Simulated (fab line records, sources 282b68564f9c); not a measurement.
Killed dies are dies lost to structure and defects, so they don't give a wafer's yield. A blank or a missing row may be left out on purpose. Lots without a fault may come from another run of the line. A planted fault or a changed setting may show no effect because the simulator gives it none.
Chamber matching | flow rit_cmos | RIT_GATE_ETCH_19 on rie_si-01: 4 sister chambers
The step etches poly-Si in SF6/CHF3/O2, stops on SiO2, time 165 s, target depth 312.5 nm. 4 wafers are shown with their chamber, then 6 later ones without.

WAFERS WITH THEIR CHAMBER
wafer  | chamber | drypump_motor_current_A (A)
L274.2 | 0       | 5.9
L278.6 | 2       | 5.5
L280.3 | 3       | 6.1
L280.4 | 1       | 5.0

WAFERS WITHOUT THEIR CHAMBER
wafer  | drypump_motor_current_A (A)
L280.5 | 6.1
L282.2 | 5.0
L282.5 | 5.0
L282.6 | 5.9
L290.3 | 5.4
L290.6 | 6.1

WHICH CHAMBER EACH WENT THROUGH
wafer  | from the rows above | in truth
L280.5 | 3                   | 3
L282.2 | 1                   | 1
L282.5 | 1                   | 1
L282.6 | 0                   | 0
L290.3 | 2                   | 2
L290.6 | 3                   | 3
Placed correctly: 6 of 6. Can't be placed from these rows: 0. Placed wrongly: 0.
How it was worked out, from the rows above alone: a wafer's distance from a chamber is the root of the sum, over the readings, of the square of ((its reading less the chamber's mean) divided by the reading's scatter). The wafer belongs to the nearest chamber; if the next one is less than 2 further off, it can't be placed. A chamber's mean is the mean of its shown wafers. The scatter: with one shown wafer a chamber, the root of the mean of the squares of how far each hidden wafer lies from its nearest shown one.
